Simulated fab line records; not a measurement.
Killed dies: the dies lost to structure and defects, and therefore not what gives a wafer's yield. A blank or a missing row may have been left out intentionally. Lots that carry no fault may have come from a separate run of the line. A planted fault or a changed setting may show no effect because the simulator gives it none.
Comparing a struck lot with a sound one || flow berkeley-cmos170 || 18 steps out of a route of 331
Sound: wafers L422.1, L422.2, L422.3. Struck: wafers L428.1, L428.2, L428.6. Last of all comes the cause.
For every step that has rows: the tool of each side, followed by ch and its chambers, followed by its first start. Under that, the readings that differ: sound wafers || struck wafers || difference of the means || sigmas: that difference in standard deviations of wafers without a fault.
alike: readings whose means differ by less than 2 such deviations, and words and numbers that are the same on both sides. not compared: withheld readings, readings that some wafer has no value for, bounds like >300 that may hide the same value, and numbers for which the record gives no deviation and whose values overlap.
A row with sigmas, a row that says differs or no value, or rows on one side alone: a step with any of these is where the two part. Numbers that have no deviation but don't overlap get no sigmas and don't part them. Lack of a reading on every wafer of one side parts them only where that side has two or more wafers.

first, 2 steps without rows for these wafers: UCB170_M3_COAT_05 (resist thk 900 nm); UCB170_M3_SOFTBAKE_06 (time 60 s).
UCB170_M3_STRIP_07: strips in O2.
  sound on plasma-asher-01 ch 0,1, day 9 07:54; struck on plasma-asher-01 ch 0,1, day 10 11:49
{"reading": "strip-time-to-endpoint-s (s)", "sound": "21.89 21.82 21.91", "struck": "22.02 22.03 22.01", "difference": "+0.15", "sigmas": "+2"}
  alike: drypump-motor-current-A, oes-product-au
  not compared: rf-hours-counter-h
then, 7 steps without rows for these wafers: UCB170_M3_STRIP_08 (strips KrF in DMSO, time 600 s); UCB170_M3_COAT_09; UCB170_M3_COAT_10 (resist thk 900 nm); UCB170_M3_SOFTBAKE_11 (time 60 s); UCB170_M3_EXPOSE_12 (exposes mask METAL3, target cd 700 nm); UCB170_M3_PEB_13; UCB170_M3_DEVELOP_14 (develop time 45 s).
UCB170_M3_CD_MEAS_15 targets a cd of 700 nm.
  struck on cd-sem-01, day 10 13:44; sound on cd-sem-01, day 9 09:34
  alike: cd-nm
UCB170_M3_OVL_MEAS_16:
  struck on overlay-01, day 10 13:51; sound on overlay-01, day 9 09:41
  alike: M3_OVL
UCB170_M3_ETCH_17: etches BARC in N2/H2.
  sound on rie-diel-02 ch 1,2,3, day 9 09:44; struck on rie-diel-02 ch 2,3, day 10 13:53
  alike: drypump-motor-current-A, h2-flow-sccm, n2-flow-sccm, oes-product-au, throttle-valve-pct
UCB170_M3_METAL_ETCH_18: etches Al in Cl2/BCl3, stops on SiO2, target depth 1170 nm, time 195 s.
  sound on rie-metal-03 ch 0,1, day 9 09:46; struck on rie-metal-04 ch 0,1, day 10 13:56
{"reading": "oes-product-au (a.u.)", "sound": "0.845 0.831 0.843", "struck": "0.882 0.852 0.858", "difference": "+0.024", "sigmas": "+2"}
  alike: drypump-motor-current-A, throttle-valve-pct
  not compared: rf-hours-counter-h
UCB170_M3_STRIP_19: strips in O2.
  sound on plasma-asher-03 ch 0,1, day 9 09:58; struck on plasma-asher-03 ch 0,1, day 10 14:07
  alike: drypump-motor-current-A, oes-product-au
  not compared: rf-hours-counter-h
UCB170_M3_CD_MEAS_90 targets a cd of 700 nm.
  struck on cd-sem-01, day 10 14:17; sound on cd-sem-01, day 9 10:10
  alike: cd-nm
UCB170_M3_BOW_MEAS_20:
  struck on film-metro-01, day 10 14:25; sound on film-metro-01, day 9 10:17
  alike: M3_BOW
UCB170_M3_PROBE_99:
  only the struck wafers here have rows in the record (prober-01, day 10 14:32); the sound ones have none

== WHERE THEY PART ==
Earliest at UCB170_M3_STRIP_07; latest, in this record, at UCB170_M3_PROBE_99.

WHY: whatever the simulator had introduced
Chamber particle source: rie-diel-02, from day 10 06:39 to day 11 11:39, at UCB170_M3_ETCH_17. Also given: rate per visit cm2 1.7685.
